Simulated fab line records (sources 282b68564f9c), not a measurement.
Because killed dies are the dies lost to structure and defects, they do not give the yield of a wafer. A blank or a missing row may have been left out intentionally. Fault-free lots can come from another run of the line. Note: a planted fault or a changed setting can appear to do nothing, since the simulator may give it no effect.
fab line records / flow rit_cmos
record: lots: 6 wafers: 18 last_day: 7
route steps=202 shown NWELL@35 PWELL@39 WELLDRIVE@50 M1@202
lots that met no fault: taken from a fault-free run of the same line
start_h: the number of hours between the record's first day and the start of the first shown wafer of the lot / wait_h: hours since the lot's step before / " identical to the entry in the row above / L1.1+2: a row that stands for several wafers / - value missing, or start not given / * or withheld: withheld / < > ~ a bound
route shown NAME@n: names a module that has steps shown in the file, with the first one's number in the route / usual: mean/standard deviation of fault-free wafers / same: alike in all rows / chamber/n: place in a boat / sites: per-site readings / _std_site: the values' standard deviation / _edge_site: the outer-site mean with the inner-site mean subtracted / radius_mm: for every site, how far away it sits from the centre of the wafer / mask NAME#n: copy n / behind: the tool/chamber that last shaped the wafer / hold: the reason the lot was held/the length of the hold in hours/how it ended / device: the n, p or np transistor that did not switch / end of line: the tests these same wafers got at the end of their route / a step without rows: its recipe alone / killed: dies that structure and defects cost at the first sort, which is not the same as the wafer's yield / map: per-die view of a wafer (x killed, . not killed, _ where there is no die)
set.NAME: the run value of the setting; set.NAME@STEP: its run value at that earlier step / model.NAME: the simulator's own value behind a step, which no gauge read
lots at some steps of the route; a table a step, a row a wafer
services: when a tool's chamber went out of use (start_h, in hours from the record's first day, below 0 if earlier), for how many hours, and the reason
== steps ==
step: RIT_NWELL_HARDBAKE_07
recipe: resist: NOVOLAK temp_c: 140 time_s: 120
step: RIT_NWELL_IMPLANT_08
recipe: species: P energy_kev: 171.3 dose_cm2: 5e+13 tilt_deg: 7
step: RIT_NWELL_STRIP_09
recipe: chemistry: O2 time_s: 180 resist: NOVOLAK platen_temp_c: withheld power_w: 500 pressure_mtorr: 4000 o2_flow_sccm: 4000
usual: drypump_motor_current_A: 5.7/0.5
lot.wafer=L237.1 tool=plasma_asher-02 chamber=0 start_h=28.75 wait_h=0.1 drypump_motor_current_A=6.5 rf_hours_counter_h=42
lot.wafer=L237.4 tool=plasma_asher-02 chamber=0 start_h=28.75 wait_h=0.1 drypump_motor_current_A=6.5 rf_hours_counter_h=-
lot.wafer=L237.5 tool=plasma_asher-02 chamber=0 start_h=28.75 wait_h=0.1 drypump_motor_current_A=6.6 rf_hours_counter_h=-
lot.wafer=L242.1 tool=plasma_asher-02 chamber=1 start_h=54.12 wait_h=0.1 drypump_motor_current_A=5.8 rf_hours_counter_h=45
lot.wafer=L242.4 tool=plasma_asher-02 chamber=1 start_h=54.12 wait_h=0.1 drypump_motor_current_A=5.8 rf_hours_counter_h=-
lot.wafer=L242.6 tool=plasma_asher-02 chamber=0 start_h=54.12 wait_h=0.1 drypump_motor_current_A=6.5 rf_hours_counter_h=-
lot.wafer=L245.2 tool=plasma_asher-04 chamber=1 start_h=66.90 wait_h=0.1 drypump_motor_current_A=5.4 rf_hours_counter_h=26
lot.wafer=L245.5 tool=plasma_asher-04 chamber=0 start_h=66.90 wait_h=0.1 drypump_motor_current_A=5.6 rf_hours_counter_h=-
lot.wafer=L245.6 tool=plasma_asher-04 chamber=1 start_h=66.90 wait_h=0.1 drypump_motor_current_A=5.4 rf_hours_counter_h=-
lot.wafer=L246.2 tool=plasma_asher-01 chamber=1 start_h=70.82 wait_h=0.1 drypump_motor_current_A=4.9 rf_hours_counter_h=47
lot.wafer=L246.4 tool=plasma_asher-01 chamber=1 start_h=70.82 wait_h=0.1 drypump_motor_current_A=4.9 rf_hours_counter_h=-
lot.wafer=L246.6 tool=plasma_asher-01 chamber=0 start_h=70.82 wait_h=0.1 drypump_motor_current_A=5.9 rf_hours_counter_h=-
lot.wafer=L257.2 tool=plasma_asher-01 chamber=0 start_h=126.13 wait_h=0.1 drypump_motor_current_A=5.9 rf_hours_counter_h=53
lot.wafer=L257.4 tool=plasma_asher-01 chamber=0 start_h=126.13 wait_h=0.1 drypump_motor_current_A=5.9 rf_hours_counter_h=-
lot.wafer=L257.6 tool=plasma_asher-01 chamber=0 start_h=126.13 wait_h=0.1 drypump_motor_current_A=5.9 rf_hours_counter_h=-
lot.wafer=L258.2 tool=plasma_asher-02 chamber=1 start_h=130.79 wait_h=0.1 drypump_motor_current_A=5.8 rf_hours_counter_h=2
lot.wafer=L258.3 tool=plasma_asher-02 chamber=1 start_h=130.79 wait_h=0.1 drypump_motor_current_A=5.8 rf_hours_counter_h=-
lot.wafer=L258.6 tool=plasma_asher-02 chamber=0 start_h=130.79 wait_h=0.1 drypump_motor_current_A=6.5 rf_hours_counter_h=-
step: RIT_NWELL_TW_MEAS_10
usual: NWELL_TW: 2142/9
lot.wafer=L237.1 tool=film_metro-02 chamber=- start_h=28.92 wait_h=0.1 NWELL_TW=2140
lot.wafer=L237.4 tool=film_metro-02 chamber=- start_h=28.92 wait_h=0.1 NWELL_TW=2144
lot.wafer=L237.5 tool=film_metro-02 chamber=- start_h=28.92 wait_h=0.1 NWELL_TW=2150
lot.wafer=L242.1 tool=film_metro-01 chamber=- start_h=54.30 wait_h=0.1 NWELL_TW=2153
lot.wafer=L242.4 tool=film_metro-01 chamber=- start_h=54.30 wait_h=0.1 NWELL_TW=2145
lot.wafer=L242.6 tool=film_metro-01 chamber=- start_h=54.30 wait_h=0.1 NWELL_TW=2132
lot.wafer=L245.2 tool=film_metro-02 chamber=- start_h=67.08 wait_h=0.1 NWELL_TW=2125
lot.wafer=L245.5 tool=film_metro-02 chamber=- start_h=67.08 wait_h=0.1 NWELL_TW=2145
lot.wafer=L245.6 tool=film_metro-02 chamber=- start_h=67.08 wait_h=0.1 NWELL_TW=2137
lot.wafer=L246.2 tool=film_metro-02 chamber=- start_h=71.01 wait_h=0.1 NWELL_TW=2140
lot.wafer=L246.4 tool=film_metro-02 chamber=- start_h=71.01 wait_h=0.1 NWELL_TW=2149
lot.wafer=L246.6 tool=film_metro-02 chamber=- start_h=71.01 wait_h=0.1 NWELL_TW=2148
lot.wafer=L257.2 tool=film_metro-02 chamber=- start_h=126.32 wait_h=0.1 NWELL_TW=2151
lot.wafer=L257.4 tool=film_metro-02 chamber=- start_h=126.32 wait_h=0.1 NWELL_TW=2145
lot.wafer=L257.6 tool=film_metro-02 chamber=- start_h=126.32 wait_h=0.1 NWELL_TW=2149
lot.wafer=L258.2 tool=film_metro-04 chamber=- start_h=130.97 wait_h=0.1 NWELL_TW=2126
lot.wafer=L258.3 tool=film_metro-04 chamber=- start_h=130.97 wait_h=0.1 NWELL_TW=2131
lot.wafer=L258.6 tool=film_metro-04 chamber=- start_h=130.97 wait_h=0.1 NWELL_TW=2136
step: RIT_PWELL_HMDS_00
recipe: prime_time_s: 60 prime_temp_c: 140
step: RIT_PWELL_COAT_01
recipe: resist: NOVOLAK spin_rpm: 2000 resist_thk_nm: 1300
step: RIT_PWELL_SOFTBAKE_02
recipe: resist: NOVOLAK temp_c: 90 time_s: 60
step: RIT_PWELL_EXPOSE_03
recipe: mask_id: M3 na: 0.57 target_cd_nm: 43700 dose_mj: 250
step: RIT_PWELL_PEB_04
recipe: resist: NOVOLAK temp_c: withheld time_s: withheld
step: RIT_PWELL_DEVELOP_05
recipe: resist: NOVOLAK develop_time_s: 68 dev_temp_c: 23
step: RIT_PWELL_OVL_MEAS_06
usual: PWELL_OVL: 0.7/1.3
lot.wafer=L237.1 tool=overlay-01 chamber=- start_h=29.86 wait_h=- PWELL_OVL[nm]=1.5
lot.wafer=L237.4 tool=overlay-01 chamber=- start_h=29.86 wait_h=- PWELL_OVL[nm]=-0.6
lot.wafer=L237.5 tool=overlay-01 chamber=- start_h=29.86 wait_h=- PWELL_OVL[nm]=0.4
lot.wafer=L242.1 tool=overlay-01 chamber=- start_h=55.46 wait_h=- PWELL_OVL[nm]=2.3
lot.wafer=L242.4 tool=overlay-01 chamber=- start_h=55.46 wait_h=- PWELL_OVL[nm]=3.7
lot.wafer=L242.6 tool=overlay-01 chamber=- start_h=55.46 wait_h=- PWELL_OVL[nm]=0.6
lot.wafer=L245.2 tool=overlay-01 chamber=- start_h=68.14 wait_h=- PWELL_OVL[nm]=0.3
lot.wafer=L245.5 tool=overlay-01 chamber=- start_h=68.14 wait_h=- PWELL_OVL[nm]=1.7
lot.wafer=L245.6 tool=overlay-01 chamber=- start_h=68.14 wait_h=- PWELL_OVL[nm]=0.1
lot.wafer=L246.2 tool=overlay-02 chamber=- start_h=71.94 wait_h=- PWELL_OVL[nm]=0.4
lot.wafer=L246.4 tool=overlay-02 chamber=- start_h=71.94 wait_h=- PWELL_OVL[nm]=1.5
lot.wafer=L246.6 tool=overlay-02 chamber=- start_h=71.94 wait_h=- PWELL_OVL[nm]=-0.2
lot.wafer=L257.2 tool=overlay-02 chamber=- start_h=127.44 wait_h=- PWELL_OVL[nm]=1.2
lot.wafer=L257.4 tool=overlay-02 chamber=- start_h=127.44 wait_h=- PWELL_OVL[nm]=1.8
lot.wafer=L257.6 tool=overlay-02 chamber=- start_h=127.44 wait_h=- PWELL_OVL[nm]=2.7
lot.wafer=L258.2 tool=overlay-02 chamber=- start_h=131.91 wait_h=- PWELL_OVL[nm]=-0.4
lot.wafer=L258.3 tool=overlay-02 chamber=- start_h=131.91 wait_h=- PWELL_OVL[nm]=-1.6
lot.wafer=L258.6 tool=overlay-02 chamber=- start_h=131.91 wait_h=- PWELL_OVL[nm]=-1.6
step: RIT_PWELL_HARDBAKE_07
recipe: resist: NOVOLAK temp_c: 140 time_s: 120
step: RIT_PWELL_IMPLANT_08
recipe: species: B energy_kev: 170 dose_cm2: 7e+13 tilt_deg: 7
usual: dose_ions_cm2: 7e+13/8.3e+10
lot.wafer=L237.1 tool=implanter-04 chamber=0 start_h=30.15 wait_h=0.2 dose_ions_cm2=7.008e+13
lot.wafer=L237.4 tool=implanter-04 chamber=0 start_h=30.15 wait_h=0.2 dose_ions_cm2=6.987e+13
lot.wafer=L237.5 tool=implanter-04 chamber=0 start_h=30.15 wait_h=0.2 dose_ions_cm2=6.992e+13
lot.wafer=L242.1 tool=implanter-01 chamber=0 start_h=55.75 wait_h=0.2 dose_ions_cm2=7.003e+13
lot.wafer=L242.4 tool=implanter-01 chamber=0 start_h=55.75 wait_h=0.2 dose_ions_cm2=7.011e+13
lot.wafer=L242.6 tool=implanter-01 chamber=0 start_h=55.75 wait_h=0.2 dose_ions_cm2=7.007e+13
lot.wafer=L245.2 tool=implanter-04 chamber=0 start_h=68.45 wait_h=0.2 dose_ions_cm2=6.889e+13
lot.wafer=L245.5 tool=implanter-04 chamber=0 start_h=68.45 wait_h=0.2 dose_ions_cm2=6.892e+13
lot.wafer=L245.6 tool=implanter-04 chamber=0 start_h=68.45 wait_h=0.2 dose_ions_cm2=6.879e+13
lot.wafer=L246.2 tool=implanter-04 chamber=0 start_h=72.25 wait_h=0.2 dose_ions_cm2=6.905e+13
lot.wafer=L246.4 tool=implanter-04 chamber=0 start_h=72.25 wait_h=0.2 dose_ions_cm2=6.894e+13
lot.wafer=L246.6 tool=implanter-04 chamber=0 start_h=72.25 wait_h=0.2 dose_ions_cm2=6.876e+13
lot.wafer=L257.2 tool=implanter-01 chamber=0 start_h=127.75 wait_h=0.2 dose_ions_cm2=6.993e+13
lot.wafer=L257.4 tool=implanter-01 chamber=0 start_h=127.75 wait_h=0.2 dose_ions_cm2=6.984e+13
lot.wafer=L257.6 tool=implanter-01 chamber=0 start_h=127.75 wait_h=0.2 dose_ions_cm2=6.994e+13
lot.wafer=L258.2 tool=implanter-01 chamber=0 start_h=132.21 wait_h=0.2 dose_ions_cm2=7e+13
lot.wafer=L258.3 tool=implanter-01 chamber=0 start_h=132.21 wait_h=0.2 dose_ions_cm2=6.995e+13
lot.wafer=L258.6 tool=implanter-01 chamber=0 start_h=132.21 wait_h=0.2 dose_ions_cm2=7.002e+13
step: RIT_PWELL_STRIP_09
recipe: chemistry: O2 time_s: 180 resist: NOVOLAK platen_temp_c: withheld power_w: 500 pressure_mtorr: 4000 o2_flow_sccm: 4000
usual: drypump_motor_current_A: 5.54/0.3
lot.wafer=L237.1 tool=plasma_asher-03 chamber=1 start_h=30.30 wait_h=0.1 drypump_motor_current_A=5.62 rf_hours_counter_h=29
lot.wafer=L237.4 tool=plasma_asher-03 chamber=1 start_h=30.30 wait_h=0.1 drypump_motor_current_A=5.60 rf_hours_counter_h=-
lot.wafer=L237.5 tool=plasma_asher-03 chamber=0 start_h=30.30 wait_h=0.1 drypump_motor_current_A=5.69 rf_hours_counter_h=-
lot.wafer=L242.1 tool=plasma_asher-01 chamber=1 start_h=55.90 wait_h=0.1 drypump_motor_current_A=4.94 rf_hours_counter_h=45
lot.wafer=L242.4 tool=plasma_asher-01 chamber=0 start_h=55.90 wait_h=0.1 drypump_motor_current_A=5.88 rf_hours_counter_h=-
lot.wafer=L242.6 tool=plasma_asher-01 chamber=1 start_h=55.90 wait_h=0.1 drypump_motor_current_A=4.93 rf_hours_counter_h=-
lot.wafer=L245.2 tool=plasma_asher-03 chamber=0 start_h=68.57 wait_h=0.1 drypump_motor_current_A=5.70 rf_hours_counter_h=32
lot.wafer=L245.5 tool=plasma_asher-03 chamber=1 start_h=68.57 wait_h=0.1 drypump_motor_current_A=5.61 rf_hours_counter_h=-
lot.wafer=L245.6 tool=plasma_asher-03 chamber=0 start_h=68.57 wait_h=0.1 drypump_motor_current_A=5.70 rf_hours_counter_h=-
lot.wafer=L246.2 tool=plasma_asher-01 chamber=1 start_h=72.37 wait_h=0.1 drypump_motor_current_A=4.92 rf_hours_counter_h=47
lot.wafer=L246.4 tool=plasma_asher-01 chamber=0 start_h=72.37 wait_h=0.1 drypump_motor_current_A=5.84 rf_hours_counter_h=-
lot.wafer=L246.6 tool=plasma_asher-01 chamber=0 start_h=72.37 wait_h=0.1 drypump_motor_current_A=5.84 rf_hours_counter_h=-
lot.wafer=L257.2 tool=plasma_asher-03 chamber=1 start_h=127.87 wait_h=0.1 drypump_motor_current_A=5.60 rf_hours_counter_h=39
lot.wafer=L257.4 tool=plasma_asher-03 chamber=1 start_h=127.87 wait_h=0.1 drypump_motor_current_A=5.60 rf_hours_counter_h=-
lot.wafer=L257.6 tool=plasma_asher-03 chamber=1 start_h=127.87 wait_h=0.1 drypump_motor_current_A=5.57 rf_hours_counter_h=-
lot.wafer=L258.2 tool=plasma_asher-04 chamber=0 start_h=132.34 wait_h=0.1 drypump_motor_current_A=5.61 rf_hours_counter_h=31
lot.wafer=L258.3 tool=plasma_asher-04 chamber=1 start_h=132.34 wait_h=0.1 drypump_motor_current_A=5.42 rf_hours_counter_h=-
lot.wafer=L258.6 tool=plasma_asher-04 chamber=1 start_h=132.34 wait_h=0.1 drypump_motor_current_A=5.42 rf_hours_counter_h=-
step: RIT_PWELL_TW_MEAS_10
usual: PWELL_TW: 952/4.9
lot.wafer=L237.1 tool=film_metro-01 chamber=- start_h=30.47 wait_h=0.1 PWELL_TW=962
lot.wafer=L237.4 tool=film_metro-01 chamber=- start_h=30.47 wait_h=0.1 PWELL_TW=952
lot.wafer=L237.5 tool=film_metro-01 chamber=- start_h=30.47 wait_h=0.1 PWELL_TW=949
lot.wafer=L242.1 tool=film_metro-01 chamber=- start_h=56.07 wait_h=0.1 PWELL_TW=956
lot.wafer=L242.4 tool=film_metro-01 chamber=- start_h=56.07 wait_h=0.1 PWELL_TW=953
lot.wafer=L242.6 tool=film_metro-01 chamber=- start_h=56.07 wait_h=0.1 PWELL_TW=953
lot.wafer=L245.2 tool=film_metro-02 chamber=- start_h=68.76 wait_h=0.1 PWELL_TW=944
lot.wafer=L245.5 tool=film_metro-02 chamber=- start_h=68.76 wait_h=0.1 PWELL_TW=948
lot.wafer=L245.6 tool=film_metro-02 chamber=- start_h=68.76 wait_h=0.1 PWELL_TW=950
lot.wafer=L246.2 tool=film_metro-04 chamber=- start_h=72.56 wait_h=0.1 PWELL_TW=939
lot.wafer=L246.4 tool=film_metro-04 chamber=- start_h=72.56 wait_h=0.1 PWELL_TW=941
lot.wafer=L246.6 tool=film_metro-04 chamber=- start_h=72.56 wait_h=0.1 PWELL_TW=944
lot.wafer=L257.2 tool=film_metro-02 chamber=- start_h=128.06 wait_h=0.1 PWELL_TW=951
lot.wafer=L257.4 tool=film_metro-02 chamber=- start_h=128.06 wait_h=0.1 PWELL_TW=947
lot.wafer=L257.6 tool=film_metro-02 chamber=- start_h=128.06 wait_h=0.1 PWELL_TW=943
lot.wafer=L258.2 tool=film_metro-02 chamber=- start_h=132.52 wait_h=0.1 PWELL_TW=943
lot.wafer=L258.3 tool=film_metro-02 chamber=- start_h=132.52 wait_h=0.1 PWELL_TW=954
lot.wafer=L258.6 tool=film_metro-02 chamber=- start_h=132.52 wait_h=0.1 PWELL_TW=951
step: RIT_WELLDRIVE_ANNEAL_00
recipe: temp_c: 1100 time_s: 14700 ambient: N2
step: RIT_WELLDRIVE_RS_MEAS_01
recipe: thk_meas_gauge: four-point-probe
usual: NWELL_RS: 275.1/0.73
lot.wafer=L237.1 tool=film_metro-04 chamber=- start_h=35.62 wait_h=0.0 NWELL_RS[ohm/sq]=276.0
lot.wafer=L237.4 tool=film_metro-04 chamber=- start_h=35.62 wait_h=0.0 NWELL_RS[ohm/sq]=275.4
lot.wafer=L237.5 tool=film_metro-04 chamber=- start_h=35.62 wait_h=0.0 NWELL_RS[ohm/sq]=275.4
lot.wafer=L242.1 tool=film_metro-02 chamber=- start_h=61.21 wait_h=0.0 NWELL_RS[ohm/sq]=276.2
lot.wafer=L242.4 tool=film_metro-02 chamber=- start_h=61.21 wait_h=0.0 NWELL_RS[ohm/sq]=276.3
lot.wafer=L242.6 tool=film_metro-02 chamber=- start_h=61.21 wait_h=0.0 NWELL_RS[ohm/sq]=275.6
lot.wafer=L245.2 tool=film_metro-04 chamber=- start_h=75.09 wait_h=0.0 NWELL_RS[ohm/sq]=275.8
lot.wafer=L245.5 tool=film_metro-04 chamber=- start_h=75.09 wait_h=0.0 NWELL_RS[ohm/sq]=274.7
lot.wafer=L245.6 tool=film_metro-04 chamber=- start_h=75.09 wait_h=0.0 NWELL_RS[ohm/sq]=276.0
lot.wafer=L246.2 tool=film_metro-02 chamber=- start_h=79.43 wait_h=0.0 NWELL_RS[ohm/sq]=275.1
lot.wafer=L246.4 tool=film_metro-02 chamber=- start_h=79.43 wait_h=0.0 NWELL_RS[ohm/sq]=275.3
lot.wafer=L246.6 tool=film_metro-02 chamber=- start_h=79.43 wait_h=0.0 NWELL_RS[ohm/sq]=275.0
lot.wafer=L257.2 tool=film_metro-01 chamber=- start_h=134.19 wait_h=0.0 NWELL_RS[ohm/sq]=273.6
lot.wafer=L257.4 tool=film_metro-01 chamber=- start_h=134.19 wait_h=0.0 NWELL_RS[ohm/sq]=273.2
lot.wafer=L257.6 tool=film_metro-01 chamber=- start_h=134.19 wait_h=0.0 NWELL_RS[ohm/sq]=273.5
lot.wafer=L258.2 tool=film_metro-01 chamber=- start_h=138.75 wait_h=0.0 NWELL_RS[ohm/sq]=274.4
lot.wafer=L258.3 tool=film_metro-01 chamber=- start_h=138.75 wait_h=0.0 NWELL_RS[ohm/sq]=274.9
lot.wafer=L258.6 tool=film_metro-01 chamber=- start_h=138.75 wait_h=0.0 NWELL_RS[ohm/sq]=275.1
step: RIT_WELLDRIVE_RS_MEAS_02
recipe: thk_meas_gauge: four-point-probe
usual: PWELL_RS: 429.1/1.1
lot.wafer=L237.1 tool=film_metro-04 chamber=- start_h=35.74 wait_h=0.1 hold=- PWELL_RS[ohm/sq]=431.2
lot.wafer=L237.4 tool=film_metro-04 chamber=- start_h=35.74 wait_h=0.1 hold=- PWELL_RS[ohm/sq]=429.9
lot.wafer=L237.5 tool=film_metro-04 chamber=- start_h=35.74 wait_h=0.1 hold=- PWELL_RS[ohm/sq]=432.5
lot.wafer=L242.1 tool=film_metro-02 chamber=- start_h=61.33 wait_h=0.1 hold=- PWELL_RS[ohm/sq]=428.2
lot.wafer=L242.4 tool=film_metro-02 chamber=- start_h=61.33 wait_h=0.1 hold=- PWELL_RS[ohm/sq]=428.5
lot.wafer=L242.6 tool=film_metro-02 chamber=- start_h=61.33 wait_h=0.1 hold=- PWELL_RS[ohm/sq]=428.5
lot.wafer=L245.2 tool=film_metro-04 chamber=- start_h=75.21 wait_h=0.1 hold=await_dispo/0.2h/release PWELL_RS[ohm/sq]=435.6
lot.wafer=L245.5 tool=film_metro-04 chamber=- start_h=75.21 wait_h=0.1 hold=await_dispo/0.2h/release PWELL_RS[ohm/sq]=434.0
lot.wafer=L245.6 tool=film_metro-04 chamber=- start_h=75.21 wait_h=0.1 hold=await_dispo/0.2h/release PWELL_RS[ohm/sq]=433.5
lot.wafer=L245.2 tool=film_metro-04 chamber=- start_h=75.49 wait_h=0.3 hold=- PWELL_RS[ohm/sq]=435.3
lot.wafer=L245.5 tool=film_metro-04 chamber=- start_h=75.49 wait_h=0.3 hold=- PWELL_RS[ohm/sq]=435.4
lot.wafer=L245.6 tool=film_metro-04 chamber=- start_h=75.49 wait_h=0.3 hold=- PWELL_RS[ohm/sq]=433.6
lot.wafer=L246.2 tool=film_metro-02 chamber=- start_h=79.55 wait_h=0.1 hold=await_dispo/0.2h/release PWELL_RS[ohm/sq]=433.3
lot.wafer=L246.4 tool=film_metro-02 chamber=- start_h=79.55 wait_h=0.1 hold=await_dispo/0.2h/release PWELL_RS[ohm/sq]=432.8
lot.wafer=L246.6 tool=film_metro-02 chamber=- start_h=79.55 wait_h=0.1 hold=await_dispo/0.2h/release PWELL_RS[ohm/sq]=432.6
lot.wafer=L246.2 tool=film_metro-02 chamber=- start_h=79.84 wait_h=0.3 hold=- PWELL_RS[ohm/sq]=433.2
lot.wafer=L246.4 tool=film_metro-02 chamber=- start_h=79.84 wait_h=0.3 hold=- PWELL_RS[ohm/sq]=433.3
lot.wafer=L246.6 tool=film_metro-02 chamber=- start_h=79.84 wait_h=0.3 hold=- PWELL_RS[ohm/sq]=433.8
lot.wafer=L257.2 tool=film_metro-01 chamber=- start_h=134.31 wait_h=0.1 hold=- PWELL_RS[ohm/sq]=430.6
lot.wafer=L257.4 tool=film_metro-01 chamber=- start_h=134.31 wait_h=0.1 hold=- PWELL_RS[ohm/sq]=429.0
lot.wafer=L257.6 tool=film_metro-01 chamber=- start_h=134.31 wait_h=0.1 hold=- PWELL_RS[ohm/sq]=430.0
lot.wafer=L258.2 tool=film_metro-01 chamber=- start_h=138.87 wait_h=0.1 hold=- PWELL_RS[ohm/sq]=429.4
lot.wafer=L258.3 tool=film_metro-01 chamber=- start_h=138.87 wait_h=0.1 hold=- PWELL_RS[ohm/sq]=427.8
lot.wafer=L258.6 tool=film_metro-01 chamber=- start_h=138.87 wait_h=0.1 hold=- PWELL_RS[ohm/sq]=428.3
step: RIT_M1_PROBE_99
usual: killed_at_front_end: 7/3 killed_dies: 7/3 killed_open: 3.2/2 killed_short: 3.5/2.1
same: gross_dies: 264 killed_at_M0_to_M3: 0 killed_at_M4_up: 0 killed_at_back_side: 0 killed_at_contacts: 0 killed_at_other: 0
lot.wafer=L237.1 tool=prober-01 chamber=- start_h=64.22 wait_h=0.1 killed_at_front_end=9 killed_dies=9 killed_open=6 killed_short=3
lot.wafer=L237.4 tool=prober-01 chamber=- start_h=64.37 wait_h=0.2 killed_at_front_end=2 killed_dies=2 killed_open=1 killed_short=1
lot.wafer=L237.5 tool=prober-01 chamber=- start_h=64.42 wait_h=0.2 killed_at_front_end=8 killed_dies=8 killed_open=4 killed_short=4
lot.wafer=L245.2 tool=prober-01 chamber=- start_h=112.16 wait_h=0.1 killed_at_front_end=4 killed_dies=4 killed_open=2 killed_short=2
lot.wafer=L245.5 tool=prober-01 chamber=- start_h=112.31 wait_h=0.2 killed_at_front_end=6 killed_dies=6 killed_open=2 killed_short=4
lot.wafer=L245.6 tool=prober-01 chamber=- start_h=112.36 wait_h=0.2 killed_at_front_end=5 killed_dies=5 killed_open=4 killed_short=1
lot.wafer=L246.2 tool=prober-02 chamber=- start_h=114.85 wait_h=0.1 killed_at_front_end=10 killed_dies=10 killed_open=4 killed_short=6
lot.wafer=L246.4 tool=prober-02 chamber=- start_h=114.95 wait_h=0.2 killed_at_front_end=11 killed_dies=11 killed_open=6 killed_short=3
lot.wafer=L246.6 tool=prober-02 chamber=- start_h=115.05 wait_h=0.2 killed_at_front_end=9 killed_dies=9 killed_open=4 killed_short=5
lot.wafer=L257.2 tool=prober-01 chamber=- start_h=164.36 wait_h=0.1 killed_at_front_end=3 killed_dies=3 killed_open=1 killed_short=2
lot.wafer=L257.4 tool=prober-01 chamber=- start_h=164.46 wait_h=0.2 killed_at_front_end=4 killed_dies=4 killed_open=1 killed_short=3
lot.wafer=L257.6 tool=prober-01 chamber=- start_h=164.56 wait_h=0.2 killed_at_front_end=5 killed_dies=5 killed_open=3 killed_short=2
lot.wafer=L258.2 tool=prober-02 chamber=- start_h=167.46 wait_h=0.1 killed_at_front_end=9 killed_dies=9 killed_open=6 killed_short=3
lot.wafer=L258.3 tool=prober-02 chamber=- start_h=167.51 wait_h=0.2 killed_at_front_end=5 killed_dies=5 killed_open=1 killed_short=4
lot.wafer=L258.6 tool=prober-02 chamber=- start_h=167.66 wait_h=0.2 killed_at_front_end=8 killed_dies=8 killed_open=2 killed_short=6
killed by level:class
L237.1 GATE:geometric_particle:short=3 GATE:geometric_particle:open=2 REOX:geometric_particle:open=2 SPACER:geometric_particle:open=1 SILICIDE:geometric_particle:open=1
L237.4 FOX1:geometric_particle:short=1 GATE:geometric_particle:open=1
L237.5 GATE:geometric_particle:open=4 REOX:geometric_particle:short=3 GATE:geometric_particle:short=1
L245.2 GATE:geometric_particle:open=2 SILICIDE:geometric_particle:short=2
L245.5 GATE:geometric_particle:short=3 FOX2:geometric_particle:short=1 SPACER:geometric_particle:open=1 SILICIDE:geometric_particle:open=1
L245.6 GATE:geometric_particle:open=2 FOX1:geometric_particle:short=1 FOX1:geometric_particle:open=1 SPACER:geometric_particle:open=1
L246.2 GATE:geometric_particle:short=2 GATE:geometric_particle:open=2 REOX:geometric_particle:short=2 FOX1:geometric_particle:short=1 FOX1:geometric_particle:open=1 SILICIDE:geometric_particle:short=1 SILICIDE:geometric_particle:open=1
L246.4 GATE:geometric_particle:open=4 GATE:geometric_particle:short=2 NRETRO:coat_microbubble_printed=2 FOX2:geometric_particle:short=1 REOX:geometric_particle:open=1 SILICIDE:geometric_particle:open=1
L246.6 SILICIDE:geometric_particle:open=2 FOX1:geometric_particle:short=1 FOX2:geometric_particle:short=1 GATE:geometric_particle:open=1 GATE:geometric_particle:short=1 REOX:geometric_particle:open=1 SPACER:geometric_particle:short=1 SILICIDE:geometric_particle:short=1
L257.2 GATE:geometric_particle:open=1 GATE:geometric_particle:short=1 SILICIDE:geometric_particle:short=1
L257.4 GATE:geometric_particle:short=2 FOX1:geometric_particle:short=1 GATE:geometric_particle:open=1
L257.6 FOX1:geometric_particle:short=1 GATE:geometric_particle:open=1 REOX:geometric_particle:open=1 SPACER:geometric_particle:open=1 SILICIDE:geometric_particle:short=1
L258.2 FOX1:geometric_particle:open=3 FOX1:geometric_particle:short=1 GATE:geometric_particle:short=1 GATE:geometric_particle:open=1 REOX:geometric_particle:open=1 SPACER:geometric_particle:open=1 SILICIDE:geometric_particle:short=1
L258.3 REOX:geometric_particle:short=2 FOX1:geometric_particle:short=1 SPACER:geometric_particle:short=1 SILICIDE:geometric_particle:open=1
L258.6 GATE:geometric_particle:short=2 FOX1:geometric_particle:open=1 FOX1:geometric_particle:short=1 FOX2:geometric_particle:short=1 REOX:geometric_particle:open=1 REOX:geometric_particle:short=1 STARTING-WAFER:geometric_particle:short=1
== services ==
tool=plasma_asher-04 chamber=- start_h=28.62 hours=1.2 kind=repair
tool=plasma_asher-01 chamber=- start_h=29.62 hours=2.8 kind=pm
tool=plasma_asher-04 chamber=- start_h=53.58 hours=5.2 kind=repair
tool=plasma_asher-03 chamber=- start_h=56.99 hours=10.5 kind=repair
tool=implanter-01 chamber=- start_h=67.17 hours=1.5 kind=repair
tool=plasma_asher-04 chamber=- start_h=67.21 hours=15.6 kind=pm
tool=implanter-01 chamber=- start_h=70.49 hours=13.5 kind=repair
tool=implanter-04 chamber=- start_h=103.32 hours=1.2 kind=repair
tool=plasma_asher-02 chamber=- start_h=108.75 hours=9.0 kind=pm
tool=plasma_asher-02 chamber=0 start_h=108.75 hours=9.0 kind=vent_cycle
tool=plasma_asher-02 chamber=1 start_h=108.75 hours=9.0 kind=vent_cycle
tool=plasma_asher-02 chamber=0 start_h=117.75 hours=- kind=clean
tool=plasma_asher-02 chamber=1 start_h=117.75 hours=- kind=clean
tool=plasma_asher-01 chamber=- start_h=129.00 hours=5.6 kind=repair
== key ==
first_sign: step: RIT_PWELL_IMPLANT_08 reading: dose_ions_cm2 direction: down sigmas: 13 usual: 7e+13 struck: 6.889e+13
effect: step: RIT_PWELL_TW_MEAS_10 reading: PWELL_TW direction: down sigmas: 1.5 usual: 952 struck: 945
effect: step: RIT_WELLDRIVE_RS_MEAS_02 reading: visit direction: added
met_at RIT_PWELL_IMPLANT_08
struck_wafers L245.2,L245.5,L245.6,L246.2,L246.4,L246.6
tester_left_out L245,L246
onset_between 30.15 68.45
fault: kind: process_parameter_drift tool: implanter-04 chamber: - onset_h: 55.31 steps: RIT_PWELL_IMPLANT_08 channel: dose_cm2 offset: -1.1385e+12 shape: step end_h: 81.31 acts_in: these_recipes_only stated: 7e+13
tester_left_out: of these lots the tester's yield and bins aren't shown, on N5 and GAA mostly nor the transistor test; their killed dies are dies lost to structure and defects alone, not to doping, threshold or leakage, so they don't give the yield
